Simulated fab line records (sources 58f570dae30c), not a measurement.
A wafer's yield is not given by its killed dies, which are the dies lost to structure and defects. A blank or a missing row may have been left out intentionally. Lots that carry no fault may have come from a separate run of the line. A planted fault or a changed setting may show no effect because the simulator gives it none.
One fault through the eyes of 2 desks -- flow berkeley cmos170 -- every desk sees just its own numbers, and what lay behind them comes last

DESK OF THE TOOL OWNER: rie metal-03
The tool's own readings at UCB170_M1_METAL_ETCH_12 (etches Al in Cl2/BCl3, stops on PSG, target depth 780 nm, time 130 s): means of the sampled wafers that have a number, for each lot that ran on this tool. A lot is out of limits, marked OUT, if its mean lies more than 4 standard deviations from the usual mean; the brackets give that distance.
Columns: A = drypump motor current A at UCB170_M1_METAL_ETCH_12, usual 5.7 A; B = mfc cl2 sccm at UCB170_M1_METAL_ETCH_12, usual 89.97 sccm; C = oes product au at UCB170_M1_METAL_ETCH_12, usual 0.846 a.u.; D = run length s at UCB170_M1_METAL_ETCH_12, usual 158.6 s; E = throttle valve pct at UCB170_M1_METAL_ETCH_12, usual 24.39 %
lot,first seen here,A,B,C,D,E
L645,day 7 19:04,5.5,89.96,0.847,158.2,24.41
L647,day 8 01:52,5.3,89.71,0.849,158.6,24.29
L649,day 8 09:45,5.4,90.11,0.836,158.2,24.35
L652,day 9 03:10,5.5,90.12,0.851,158.4,24.35
L656,day 9 22:47,5.6,90.03,0.700 (-15) OUT,216.2 (+59) OUT,24.48
L655,day 9 23:23,5.5,89.99,0.696 (-15) OUT,216.3 (+59) OUT,24.48
Finding of this desk: L655, L656 out of limits; the first was L656 at day 9 22:47, on oes product au at UCB170_M1_METAL_ETCH_12. L645, L647, L649, L652: within limits.

METROLOGY DESK
What the gauges read for every lot (on any tool): the sampled wafers with a number, averaged. A lot is out of limits, marked OUT, if its mean lies more than 4 standard deviations from the usual mean; the brackets give that distance.
Columns: A = SILICIDE_TI_THK at UCB170_SILICIDE_THK_MEAS_03, usual 29.8 nm; B = cd nm at UCB170_M1_CD_MEAS_90, usual 701.0 nm
lot,first seen here,A,B
L643,day 7 00:25,29.3,697.3
L644,day 7 12:05,30.0,702.6
L645,day 7 12:20,29.4,700.6
L647,day 7 17:46,29.7,699.8
L646,day 7 18:40,30.0,700.9
L649,day 8 03:39,29.8,701.4
L651,day 8 04:34,30.0,699.6
L652,day 8 20:13,29.4,699.5
L656,day 9 16:32,29.7,687.0 (-5.6) OUT
L655,day 9 16:44,29.7,681.9 (-7.6) OUT
L661,day 10 23:56,30.1,703.6
L662,day 11 12:50,30.5,700.6
L664,day 11 15:05,29.9,699.7
L665,day 11 21:51,29.9,703.0
Finding of this desk: L655, L656 out of limits; the first was L656 at day 9 23:01, on cd nm at UCB170_M1_CD_MEAS_90. L643, L644, L645, L647, L646, L649, L651, L652, L661, L662, L664, L665: within limits.

PUT TOGETHER
On L655, L656, at day 9 22:47, an alarm was possible from the tool owner's desk.
An alarm was possible from the metrology desk at day 9 23:01, on L655, L656.
Every lot named ran UCB170_M1_METAL_ETCH_12 on rie metal-03.

WHAT WAS PUT IN BY THE SIMULATOR
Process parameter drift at UCB170_M1_METAL_ETCH_12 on rie metal-03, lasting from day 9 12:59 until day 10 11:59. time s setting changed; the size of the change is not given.
Lots struck among those shown: L655, L656.
Delay (hours) between the fault's onset and each desk's first out-of-limits reading: 10 at the tool owner's desk, 10 at the metrology desk.
